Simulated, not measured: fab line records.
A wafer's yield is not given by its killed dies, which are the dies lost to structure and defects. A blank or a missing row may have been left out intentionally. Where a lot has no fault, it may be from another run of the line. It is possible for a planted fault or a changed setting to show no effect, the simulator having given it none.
fab line records    flow rit_cmos
record: lots: 7  wafers: 21  last_day: 8
route steps=202 shown ACTIVE@1 FOX1@20 FOX2@23 NWELL@28 M1@202
lots that met no fault: from a run of the same line without faults
start_h: hours from the record's first day to the start of the lot's first wafer shown    wait_h: hours since the lot's step before    " repeats the value in the row above    L1.1+2: a row that stands for several wafers    - no value present, or no start provided    * or withheld: withheld    < > ~ a bound
route shown NAME@n: names a module that has steps shown in the file, with the first one's number in the route    usual: the fault-free wafers' mean and standard deviation    same: alike in all rows    chamber/n: place in a boat    sites: the reading at each site    _std_site: the values' standard deviation    _edge_site: outer sites' mean less inner sites'    radius_mm: how far each site lies from the wafer's centre    mask NAME#n: copy n    behind: the most recent tool/chamber to have shaped the wafer    hold: reason for holding the lot/hours on hold/outcome of the hold    device: transistor that didn't switch, given as n, p or np    end of line: the tests these same wafers got at the end of their route    for a step that has no rows: nothing shown but its recipe    killed: dies lost to structure and defects at the first sort, not the wafer's yield    map: the dies of a wafer, with x for killed, . for not killed, _ for no die there
set.NAME: the run value of the setting; set.NAME@STEP: its run value at that earlier step    model.NAME: the simulator's own value behind a step, which no gauge read
certain route steps with their lots: each step a table, each wafer a row
services: when a tool's chamber went out of use (start_h, in hours from the record's first day, below 0 if earlier), for how many hours, and the reason
== steps ==
step: RIT_ACTIVE_BOW_MEAS_00
recipe: mode: bow
usual: INCOMING_BOW: 1/5.9
lot.wafer  tool           chamber  start_h  wait_h  INCOMING_BOW[um]
L410.2     film_metro-01  -        35.02    -       4
L410.5     "              -        "        "       -12
L410.6     "              -        "        "       3
L413.1     film_metro-01  -        50.00    -       -4
L413.4     "              -        "        "       13
L413.5     "              -        "        "       11
L415.1     film_metro-04  -        60.00    -       4
L415.2     "              -        "        "       -1
L415.6     "              -        "        "       0
L421.3     film_metro-01  -        90.04    -       2
L421.5     "              -        "        "       -1
L421.6     "              -        "        "       -2
L424.4     film_metro-03  -        105.06   -       -6
L424.5     "              -        "        "       15
L424.6     "              -        "        "       3
L426.1     film_metro-01  -        115.00   -       3
L426.2     "              -        "        "       1
L426.4     "              -        "        "       4
L427.3     film_metro-04  -        120.04   -       5
L427.5     "              -        "        "       10
L427.6     "              -        "        "       -2
step: RIT_ACTIVE_OXIDATION_01
recipe: temp_c: 1004  ambient: O2  target_thk_a: 468  ox_time_s: 3360
step: RIT_ACTIVE_THK_MEAS_02
recipe: reads: SiO2_of_ACTIVE_OXIDATION_01
usual: ACTIVE_OXIDE_THK: 48.8/0.71
lot.wafer  tool           chamber  start_h  wait_h  ACTIVE_OXIDE_THK[nm]
L410.2     film_metro-01  -        37.82    0.0     48.3
L410.5     "              -        "        "       47.8
L410.6     "              -        "        "       48.4
L413.1     film_metro-01  -        53.61    0.0     50.0
L413.4     "              -        "        "       49.5
L413.5     "              -        "        "       50.2
L415.1     film_metro-01  -        64.13    0.0     48.3
L415.2     "              -        "        "       49.1
L415.6     "              -        "        "       49.0
L421.3     film_metro-03  -        94.21    0.0     47.9
L421.5     "              -        "        "       47.5
L421.6     "              -        "        "       47.9
L424.4     film_metro-01  -        107.85   0.0     49.4
L424.5     "              -        "        "       49.1
L424.6     "              -        "        "       49.6
L426.1     film_metro-04  -        118.34   0.0     49.6
L426.2     "              -        "        "       50.7
L426.4     "              -        "        "       50.5
L427.3     film_metro-01  -        124.00   0.0     49.0
L427.5     "              -        "        "       49.1
L427.6     "              -        "        "       49.2
step: RIT_ACTIVE_CVD_03
recipe: material: Si3N4  target_thk_nm: 150  temp_c: 810  precursor: SiH2Cl2/NH3  time_s: 1500  pressure_mtorr: 287.7  sih2cl2_flow_sccm: 60  nh3_flow_sccm: 150
usual: susceptor_temp_C: 809.9/0.34
lot.wafer  tool      chamber  start_h  wait_h  susceptor_temp_C
L410.2     lpcvd-02  1        37.87    0.0     810.6
L410.5     "         1        "        "       809.8
L410.6     "         1        "        "       810.0
L413.1     lpcvd-01  1        53.67    0.1     809.4
L413.4     "         1        "        "       810.3
L413.5     "         1        "        "       810.3
L415.1     lpcvd-02  1        64.94    0.8     810.0
L415.2     "         1        "        "       809.6
L415.6     "         1        "        "       809.9
L421.3     lpcvd-01  0        94.25    0.0     809.7
L421.5     "         0        "        "       810.3
L421.6     "         0        "        "       809.8
L424.4     lpcvd-01  0        107.88   0.0     810.1
L424.5     "         0        "        "       809.9
L424.6     "         0        "        "       809.9
L426.1     lpcvd-01  0        118.40   0.1     810.0
L426.2     "         0        "        "       810.3
L426.4     "         0        "        "       809.4
L427.3     lpcvd-01  0        125.03   1.0     810.3
L427.5     "         0        "        "       809.9
L427.6     "         0        "        "       810.0
step: RIT_ACTIVE_THK_MEAS_04
recipe: reads: Si3N4_of_ACTIVE_CVD_03
usual: ACTIVE_NITRIDE_THK: 148.2/1.1
lot.wafer  tool           chamber  start_h  wait_h  ACTIVE_NITRIDE_THK[nm]
L410.2     film_metro-03  -        39.29    0.0     149.9
L410.5     "              -        "        "       148.4
L410.6     "              -        "        "       148.6
L413.1     film_metro-01  -        55.09    0.0     147.8
L413.4     "              -        "        "       148.0
L413.5     "              -        "        "       147.5
L415.1     film_metro-01  -        66.36    0.0     149.5
L415.2     "              -        "        "       151.1
L415.6     "              -        "        "       148.5
L421.3     film_metro-04  -        95.69    0.0     146.4
L421.5     "              -        "        "       146.9
L421.6     "              -        "        "       147.2
L424.4     film_metro-03  -        109.33   0.0     147.4
L424.5     "              -        "        "       147.7
L424.6     "              -        "        "       148.2
L426.1     film_metro-04  -        119.82   0.0     147.3
L426.2     "              -        "        "       147.9
L426.4     "              -        "        "       148.6
L427.3     film_metro-01  -        126.47   0.0     148.0
L427.5     "              -        "        "       148.6
L427.6     "              -        "        "       148.5
step: RIT_ACTIVE_HMDS_05
recipe: prime_time_s: 60  prime_temp_c: 140
step: RIT_ACTIVE_COAT_06
recipe: resist: NOVOLAK  spin_rpm: 3250  resist_thk_nm: 1000
step: RIT_ACTIVE_SOFTBAKE_07
recipe: resist: NOVOLAK  temp_c: 90  time_s: 60
step: RIT_ACTIVE_EXPOSE_08
recipe: mask_id: M1  na: 0.6  source_shape: conventional  sigma_outer: 0.6  target_cd_nm: 1400  dose_mj: 225
step: RIT_ACTIVE_PEB_09
recipe: resist: NOVOLAK  temp_c: withheld  time_s: withheld
step: RIT_ACTIVE_DEVELOP_10
recipe: resist: NOVOLAK  develop_time_s: 50  dev_temp_c: 23
step: RIT_ACTIVE_CD_MEAS_11
recipe: target_cd_nm: 1400
usual: cd_nm: 1400.1/2.1
lot.wafer  tool       chamber  start_h  wait_h  cd_nm
L410.2     cd_sem-01  -        40.34    -       1396.9
L410.5     "          -        "        "       1398.0
L410.6     "          -        "        "       1398.0
L413.1     cd_sem-01  -        56.28    -       1398.5
L413.4     "          -        "        "       1395.5
L413.5     "          -        "        "       1399.7
L415.1     cd_sem-02  -        67.39    -       1398.8
L415.2     "          -        "        "       1399.0
L415.6     "          -        "        "       1400.9
L421.3     cd_sem-02  -        96.62    -       1396.7
L421.5     "          -        "        "       1398.2
L421.6     "          -        "        "       1396.7
L424.4     cd_sem-02  -        110.39   -       1402.1
L424.5     "          -        "        "       1403.0
L424.6     "          -        "        "       1401.5
L426.1     cd_sem-02  -        120.73   -       1397.8
L426.2     "          -        "        "       1395.9
L426.4     "          -        "        "       1399.3
L427.3     cd_sem-01  -        127.43   -       1398.7
L427.5     "          -        "        "       1398.4
L427.6     "          -        "        "       1399.4
step: RIT_ACTIVE_HARDBAKE_12
recipe: resist: NOVOLAK  temp_c: 140  time_s: 60
step: RIT_ACTIVE_ETCH_13
recipe: stop_on: SiO2  chemistry: SF6  target: Si3N4  time_s: 210  over_etch_frac: 0.4  SF6_flow_sccm: 200  pressure_mtorr: 260  rf_w: 125  target_depth_a: 2100
usual: drypump_motor_current_A: 6.0/0.5  oes_product_au: 0.815/0.011  throttle_valve_pct: 7.53/0.12
lot.wafer  tool         chamber  start_h  wait_h  drypump_motor_current_A  oes_product_au  rf_hours_counter_h  throttle_valve_pct
L410.2     rie_diel-02  1        40.59    0.1     6.5                      0.818           1                   7.67
L410.5     "            0        "        "       6.2                      0.798           -                   7.62
L410.6     "            1        "        "       6.4                      0.811           -                   7.64
L413.1     rie_diel-03  2        56.55    0.1     6.7                      0.805           3                   7.37
L413.4     "            1        "        "       6.1                      0.799           90                  7.55
L413.5     "            0        "        "       5.1                      0.806           -                   7.59
L415.1     rie_diel-03  3        67.66    0.1     5.9                      0.829           4                   7.65
L415.2     "            1        "        "       6.0                      0.813           90                  7.53
L415.6     "            2        "        "       6.7                      0.808           -                   7.37
L421.3     rie_diel-02  3        96.85    0.1     5.1                      0.834           69                  7.43
L421.5     "            3        "        "       5.1                      0.832           -                   7.43
L421.6     "            2        "        "       5.7                      0.803           -                   7.55
L424.4     rie_diel-03  2        110.79   0.1     6.7                      0.811           -                   7.38
L424.5     "            1        "        "       6.0                      0.805           -                   7.55
L424.6     "            3        "        "       5.9                      0.828           -                   7.66
L426.1     rie_diel-03  0        121.00   0.1     5.1                      0.798           14                  7.60
L426.2     "            1        "        "       6.0                      0.813           91                  7.54
L426.4     "            3        "        "       5.9                      0.821           5                   7.66
L427.3     rie_diel-02  0        127.66   0.1     6.2                      0.801           42                  7.64
L427.5     "            2        "        "       5.7                      0.817           -                   7.54
L427.6     "            3        "        "       5.1                      0.837           -                   7.43
step: RIT_ACTIVE_STRIP_14
recipe: chemistry: O2  time_s: 180  resist: NOVOLAK  platen_temp_c: withheld  power_w: 500  pressure_mtorr: 4000  o2_flow_sccm: 4000
usual: drypump_motor_current_A: 5.89/0.22
lot.wafer  tool             chamber  start_h  wait_h  drypump_motor_current_A  rf_hours_counter_h
L410.2     plasma_asher-02  1        40.72    0.1     5.88                     42
L410.5     "                0        "        "       5.76                     -
L410.6     "                1        "        "       5.90                     -
L413.1     plasma_asher-03  0        56.69    0.1     5.81                     41
L413.4     "                0        "        "       5.82                     -
L413.5     "                0        "        "       5.83                     -
L415.1     plasma_asher-03  0        67.79    0.1     5.84                     42
L415.2     "                1        "        "       5.75                     42
L415.6     "                1        "        "       5.75                     -
L421.3     plasma_asher-03  0        97.04    0.1     5.85                     -
L421.5     "                1        "        "       5.77                     -
L421.6     "                0        "        "       5.85                     -
L424.4     plasma_asher-02  1        110.91   0.1     5.96                     -
L424.5     "                1        "        "       5.92                     -
L424.6     "                0        "        "       5.79                     -
L426.1     plasma_asher-02  0        121.13   0.1     5.76                     51
L426.2     "                1        "        "       5.95                     51
L426.4     "                0        "        "       5.76                     -
L427.3     plasma_asher-02  1        127.86   0.1     5.91                     -
L427.5     "                0        "        "       5.76                     -
L427.6     "                1        "        "       5.93                     -
step: RIT_ACTIVE_CD_MEAS_90
recipe: target_cd_nm: 1400
usual: cd_nm: 1400.1/2.1
lot.wafer  tool       chamber  start_h  wait_h  cd_nm
L410.2     cd_sem-01  -        40.92    0.1     1397.1
L410.5     "          -        "        "       1398.2
L410.6     "          -        "        "       1397.7
L413.1     cd_sem-01  -        56.86    0.1     1398.3
L413.4     "          -        "        "       1395.9
L413.5     "          -        "        "       1399.7
L415.1     cd_sem-02  -        67.97    0.1     1398.7
L415.2     "          -        "        "       1399.1
L415.6     "          -        "        "       1401.2
L421.3     cd_sem-01  -        97.32    0.2     1396.7
L421.5     "          -        "        "       1397.8
L421.6     "          -        "        "       1396.5
L424.4     cd_sem-01  -        111.09   0.1     1401.9
L424.5     "          -        "        "       1403.1
L424.6     "          -        "        "       1401.8
L426.1     cd_sem-02  -        121.31   0.1     1397.6
L426.2     "          -        "        "       1396.2
L426.4     "          -        "        "       1399.5
L427.3     cd_sem-02  -        128.01   0.1     1398.8
L427.5     "          -        "        "       1398.4
L427.6     "          -        "        "       1398.9
step: RIT_ACTIVE_CLEAN_15
recipe: chemistry: SC1  mix: 3:3:50  time_s: 600  temp_c: 75
step: RIT_ACTIVE_CLEAN_16
recipe: chemistry: dHF  dilution: 50:1  time_s: 30
step: RIT_ACTIVE_CLEAN_17
recipe: chemistry: SC2  mix: 3:3:50  time_s: 600  temp_c: 75  dry: n2_spin
step: RIT_FOX1_OXIDATION_00
recipe: temp_c: 1100  ambient: H2O  target_thk_a: 3507  p_h2o_torr: 720  ox_time_s: 1130
step: RIT_FOX1_THK_MEAS_01
recipe: reads: SiO2_of_FOX1_OXIDATION_00
usual: FOX1_OXIDE_THK: 352/6.8
lot.wafer  tool           chamber  start_h  wait_h  FOX1_OXIDE_THK[nm]
L410.2     film_metro-04  -        44.24    0.0     359
L410.5     "              -        "        "       360
L410.6     "              -        "        "       356
L413.1     film_metro-03  -        62.19    0.0     353
L413.4     "              -        "        "       349
L413.5     "              -        "        "       350
L415.1     film_metro-03  -        71.48    0.0     345
L415.2     "              -        "        "       345
L415.6     "              -        "        "       344
L421.3     film_metro-02  -        100.10   0.0     344
L421.5     "              -        "        "       340
L421.6     "              -        "        "       339
L424.4     film_metro-04  -        112.86   0.0     347
L424.5     "              -        "        "       347
L424.6     "              -        "        "       350
L426.1     film_metro-02  -        125.29   0.0     364
L426.2     "              -        "        "       362
L426.4     "              -        "        "       354
L427.3     film_metro-03  -        129.83   0.0     362
L427.5     "              -        "        "       359
L427.6     "              -        "        "       359
step: RIT_FOX1_WET_ETCH_02
recipe: chemistry: BOE  target_depth_nm: 350  time_s: 390  temp_c: 21.5  dry: n2_spin  dilution: 10:1  target: SiO2
step: RIT_FOX2_OXIDATION_00
recipe: temp_c: 1100  ambient: H2O  target_thk_a: 3507  p_h2o_torr: 720  ox_time_s: 1130
step: RIT_FOX2_THK_MEAS_01
recipe: reads: SiO2_of_FOX2_OXIDATION_00
usual: FOX2_OXIDE_THK: 352/8.9
lot.wafer  tool           chamber  start_h  wait_h  FOX2_OXIDE_THK[nm]
L410.2     film_metro-04  -        47.12    0.0     346
L410.5     "              -        "        "       348
L410.6     "              -        "        "       350
L413.1     film_metro-04  -        65.69    0.0     346
L413.4     "              -        "        "       344
L413.5     "              -        "        "       342
L415.1     film_metro-02  -        76.13    0.0     345
L415.2     "              -        "        "       342
L415.6     "              -        "        "       343
L421.3     film_metro-04  -        103.77   0.0     362
L421.5     "              -        "        "       367
L421.6     "              -        "        "       359
L424.4     film_metro-02  -        115.25   0.0     359
L424.5     "              -        "        "       356
L424.6     "              -        "        "       351
L426.1     film_metro-04  -        126.86   0.0     366
L426.2     "              -        "        "       367
L426.4     "              -        "        "       362
L427.3     film_metro-01  -        131.33   0.0     356
L427.5     "              -        "        "       358
L427.6     "              -        "        "       358
step: RIT_FOX2_CLEAN_02
recipe: chemistry: dHF  dilution: 50:1  time_s: 180
step: RIT_FOX2_WET_ETCH_03
recipe: chemistry: H3PO4  target: Si3N4  target_depth_nm: 195  temp_c: 165  time_s: 2700
step: RIT_FOX2_THK_MEAS_90
recipe: reads: SiO2_of_FOX2_OXIDATION_00
usual: FIELD_OXIDE_LEFT_1_THK: 325/8.9
lot.wafer  tool           chamber  start_h  wait_h  FIELD_OXIDE_LEFT_1_THK[nm]
L410.2     film_metro-02  -        48.22    0.0     318
L410.5     "              -        "        "       320
L410.6     "              -        "        "       323
L413.1     film_metro-02  -        66.57    0.0     319
L413.4     "              -        "        "       316
L413.5     "              -        "        "       315
L415.1     film_metro-04  -        77.08    0.0     316
L415.2     "              -        "        "       314
L415.6     "              -        "        "       315
L421.3     film_metro-02  -        104.64   0.0     335
L421.5     "              -        "        "       340
L421.6     "              -        "        "       333
L424.4     film_metro-02  -        116.13   0.0     331
L424.5     "              -        "        "       329
L424.6     "              -        "        "       323
L426.1     film_metro-02  -        127.81   0.0     339
L426.2     "              -        "        "       340
L426.4     "              -        "        "       335
L427.3     film_metro-04  -        132.28   0.0     328
L427.5     "              -        "        "       331
L427.6     "              -        "        "       331
step: RIT_NWELL_HMDS_00
recipe: prime_time_s: 60  prime_temp_c: 140
step: RIT_NWELL_COAT_01
recipe: resist: NOVOLAK  spin_rpm: 2000  resist_thk_nm: 1300
step: RIT_NWELL_SOFTBAKE_02
recipe: resist: NOVOLAK  temp_c: 90  time_s: 61.45
usual: heater_power_total_W: 34.58/0.046  plate_sensor_t_centre_C: 90.970/0.0097  plate_sensor_t_edge_C: 91.022/0.011
lot.wafer  tool            chamber  start_h  wait_h  heater_power_total_W  plate_sensor_t_centre_C  plate_sensor_t_edge_C
L410.2     litho_track-01  0        48.72    0.1     34.54                 90.972                   90.995
L410.5     "               0        "        "       34.56                 90.974                   91.038
L410.6     "               0        "        "       34.50                 90.974                   91.023
L413.1     litho_track-01  0        66.93    0.1     34.62                 90.978                   91.026
L413.4     "               0        "        "       34.53                 90.971                   91.014
L413.5     "               0        "        "       34.56                 90.958                   91.033
L415.1     litho_track-01  0        77.44    0.1     34.63                 90.967                   91.038
L415.2     "               0        "        "       34.61                 90.975                   91.024
L415.6     "               0        "        "       34.67                 90.945                   91.017
L421.3     litho_track-03  0        105.16   0.1     34.62                 90.974                   91.027
L421.5     "               0        "        "       34.54                 90.967                   91.025
L421.6     "               0        "        "       34.60                 90.985                   91.002
L424.4     litho_track-03  0        116.60   0.1     34.63                 90.967                   91.015
L424.5     "               0        "        "       34.58                 90.968                   91.031
L424.6     "               0        "        "       34.55                 90.968                   91.057
L426.1     litho_track-02  0        128.17   0.1     34.60                 90.981                   91.036
L426.2     "               0        "        "       34.55                 90.988                   91.020
L426.4     "               0        "        "       34.57                 90.974                   91.026
L427.3     litho_track-02  0        132.67   0.1     34.64                 90.976                   91.021
L427.5     "               0        "        "       34.63                 90.972                   91.018
L427.6     "               0        "        "       34.57                 90.979                   91.005
step: RIT_NWELL_EXPOSE_03
recipe: mask_id: M2  na: 0.57  target_cd_nm: 43900  dose_mj: 250
step: RIT_NWELL_PEB_04
recipe: resist: NOVOLAK  temp_c: withheld  time_s: withheld
step: RIT_NWELL_DEVELOP_05
recipe: resist: NOVOLAK  develop_time_s: 68  dev_temp_c: 23
step: RIT_M1_PROBE_99
usual: killed_at_contacts: 0.0/0.16  killed_at_front_end: 7.5/2.8  killed_dies: 7.6/2.9  killed_on_rim: 2.1/1.4  killed_open: 3.7/2  killed_short: 3.8/2
same: gross_dies: 264  killed_at_M0_to_M3: 0  killed_at_M4_up: 0  killed_at_back_side: 0  killed_at_other: 0
lot.wafer  tool       chamber  start_h  wait_h  hold                      killed_at_contacts  killed_at_front_end  killed_dies  killed_on_rim  killed_open  killed_short
L410.2     prober-02  -        95.65    0.1     -                         0                   6                    6            0              2            4
L410.5     prober-02  -        95.80    0.2     -                         0                   10                   10           3              5            5
L410.6     prober-02  -        95.85    0.2     -                         0                   5                    5            1              1            4
L413.1     prober-01  -        109.29   0.1     -                         0                   9                    9            0              4            5
L413.4     prober-01  -        109.44   0.2     -                         0                   8                    8            2              3            5
L413.5     prober-01  -        109.49   0.2     -                         1                   6                    7            1              2            5
L415.1     prober-01  -        119.29   0.1     -                         0                   6                    6            4              2            4
L415.2     prober-01  -        119.34   0.1     -                         0                   5                    5            1              2            3
L415.6     prober-01  -        119.54   0.2     -                         0                   7                    7            2              4            3
L421.3     prober-02  -        146.17   0.2     -                         0                   8                    8            5              4            4
L421.5     prober-02  -        146.27   0.2     -                         0                   12                   12           4              8            4
L421.6     prober-02  -        146.32   0.2     -                         0                   16                   16           2              10           6
L424.4     prober-01  -        155.99   0.2     await_dispo/3.1h/release  0                   30                   30           11             1            3
L424.5     prober-01  -        156.04   0.2     await_dispo/3.1h/release  0                   29                   29           9              2            3
L424.6     prober-01  -        156.09   0.2     await_dispo/3.1h/release  0                   33                   33           10             2            3
L426.1     prober-01  -        171.44   0.1     await_dispo/5.7h/release  0                   36                   36           14             4            3
L426.2     prober-01  -        171.49   0.1     await_dispo/5.7h/release  0                   34                   34           10             2            5
L426.4     prober-01  -        171.59   0.2     await_dispo/5.7h/release  0                   32                   32           10             3            1
L427.3     prober-02  -        180.73   0.2     await_dispo/9.9h/release  0                   34                   34           10             5            4
L427.5     prober-02  -        180.83   0.2     await_dispo/9.9h/release  0                   35                   35           11             1            7
L427.6     prober-02  -        180.88   0.2     await_dispo/9.9h/release  0                   40                   40           11             7            6
killed by level:class
L410.2 SPACER:geometric_particle:short=2 FOX1:geometric_particle:short=1 REOX:geometric_particle:open=1 SPACER:geometric_particle:open=1 SILICIDE:geometric_particle:short=1
L410.5 FOX1:geometric_particle:short=2 FOX1:geometric_particle:open=2 REOX:geometric_particle:short=2 GATE:geometric_particle:short=1 GATE:geometric_particle:open=1 REOX:geometric_particle:open=1 SPACER:geometric_particle:open=1
L410.6 FOX1:geometric_particle:short=1 FOX1:geometric_particle:open=1 FOX2:geometric_particle:short=1 SPACER:geometric_particle:short=1 SILICIDE:geometric_particle:short=1
L413.1 GATE:geometric_particle:open=3 REOX:geometric_particle:short=2 FOX1:geometric_particle:short=1 FOX2:geometric_particle:open=1 GATE:geometric_particle:short=1 SILICIDE:geometric_particle:short=1
L413.4 GATE:geometric_particle:open=3 GATE:geometric_particle:short=2 SILICIDE:geometric_particle:short=2 FOX1:geometric_particle:short=1
L413.5 GATE:geometric_particle:short=2 FOX1:geometric_particle:open=1 FOX2:geometric_particle:short=1 REOX:geometric_particle:short=1 SILICIDE:geometric_particle:open=1 CONTACT:geometric_particle:short=1
L415.1 GATE:geometric_particle:open=2 REOX:geometric_particle:short=2 GATE:geometric_particle:short=1 SPACER:geometric_particle:short=1
L415.2 GATE:geometric_particle:open=1 REOX:geometric_particle:short=1 SPACER:geometric_particle:short=1 SILICIDE:geometric_particle:short=1 SILICIDE:geometric_particle:open=1
L415.6 FOX1:geometric_particle:short=1 FOX2:geometric_particle:open=1 SPACER:geometric_particle:open=1 REOX:geometric_particle:open=1 SPACER:geometric_particle:short=1 SILICIDE:geometric_particle:short=1 SILICIDE:geometric_particle:open=1
L421.3 GATE:geometric_particle:short=3 GATE:geometric_particle:open=2 FOX1:geometric_particle:open=1 SPACER:geometric_particle:open=1 SILICIDE:geometric_particle:short=1
L421.5 REOX:geometric_particle:open=4 GATE:geometric_particle:short=3 GATE:geometric_particle:open=2 FOX2:geometric_particle:open=1 REOX:geometric_particle:short=1 SPACER:geometric_particle:open=1
L421.6 GATE:geometric_particle:open=6 SPACER:geometric_particle:open=3 FOX1:geometric_particle:short=2 FOX2:geometric_particle:short=2 FOX2:geometric_particle:open=1 GATE:geometric_particle:short=1 SPACER:geometric_particle:short=1
L424.4 ACTIVE:unspecified=26 REOX:geometric_particle:short=3 GATE:geometric_particle:open=1
L424.5 ACTIVE:unspecified=24 FOX2:geometric_particle:open=1 FOX2:geometric_particle:short=1 GATE:geometric_particle:open=1 GATE:geometric_particle:short=1 REOX:geometric_particle:short=1
L424.6 ACTIVE:unspecified=28 GATE:geometric_particle:short=2 GATE:geometric_particle:open=1 REOX:geometric_particle:open=1 SPACER:geometric_particle:short=1
L426.1 ACTIVE:unspecified=28 GATE:geometric_particle:short=2 SPACER:geometric_particle:open=2 GATE:geometric_particle:open=1 REOX:geometric_particle:open=1 REOX:geometric_particle:short=1 NRETRO:coat_microbubble_printed=1
L426.2 ACTIVE:unspecified=27 GATE:geometric_particle:short=2 FOX1:geometric_particle:short=1 FOX2:geometric_particle:short=1 GATE:geometric_particle:open=1 SPACER:geometric_particle:short=1 SPACER:geometric_particle:open=1
L426.4 ACTIVE:unspecified=27 FOX1:geometric_particle:open=1 FOX2:geometric_particle:short=1 GATE:geometric_particle:open=1 SILICIDE:geometric_particle:open=1 NRETRO:coat_microbubble_printed=1
L427.3 ACTIVE:unspecified=25 FOX1:geometric_particle:open=3 GATE:geometric_particle:open=2 GATE:geometric_particle:short=2 FOX2:geometric_particle:short=1 SPACER:geometric_particle:short=1
L427.5 ACTIVE:unspecified=27 GATE:geometric_particle:short=4 SPACER:geometric_particle:short=2 GATE:geometric_particle:open=1 REOX:geometric_particle:short=1
L427.6 ACTIVE:unspecified=27 GATE:geometric_particle:short=3 FOX1:geometric_particle:open=2 GATE:geometric_particle:open=2 SPACER:geometric_particle:open=2 ACTIVE:geometric_particle:open=1 FOX2:geometric_particle:short=1 REOX:geometric_particle:short=1
map L424.6 (x killed, . not)
________xxxxxxx_______
_____.x.xxxxxxx...____
____....xxxxxxx.x..___
___......xxxx.......__
__.......xxx........._
__..................._
_...........x.........
_.....................
_.....................
_.....................
__..................._
__..................._
___......x.......x..__
____...............___
_____.............____
________......._______
map L426.1 (x killed, . not)
________xxxxxxx_______
_____..xxxxxxxx...____
____....xxxxx.x...x___
___.......xxxx......__
__........xx........._
__.....x.xx.........._
_.....................
_x....................
_....................x
_.....................
__....x.............._
__x.................._
___.................__
____............x..___
_____.............____
________......._______
== services ==
tool             chamber  start_h  hours  kind
plasma_asher-02  -        72.58    11.4   pm
rie_diel-03      1        87.23    1.5    repair
rie_diel-02      3        100.56   8.9    repair
rie_diel-03      0        109.68   10.8   repair
plasma_asher-03  -        110.39   7.6    repair
lpcvd-02         -        121.74   6.1    pm
== key ==
first_sign: step: RIT_M1_PROBE_99  reading: killed_at_front_end  direction: up  sigmas: 9.2  usual: 7.5  struck: 33.7
effect: step: RIT_M1_PROBE_99  reading: killed_dies  direction: up  sigmas: 9.1  usual: 7.6  struck: 33.7
met_at RIT_ACTIVE_CVD_03
struck_wafers L424.4,L424.5,L424.6,L426.1,L426.2,L426.4,L427.3,L427.5,L427.6
tester_left_out L424,L426,L427
onset_between 94.25 107.88
also_fits time
fault: kind: chamber_particle_source  tool: lpcvd-01  chamber: -  onset_h: 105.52  steps: RIT_ACTIVE_CVD_03  rate_per_visit_cm2: 0.99312  end_h: 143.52
tester_left_out: of these lots the tester's yield and bins aren't shown, on N5 and GAA mostly nor the transistor test; their killed dies are dies lost to structure and defects alone, not to doping, threshold or leakage, so they don't give the yield
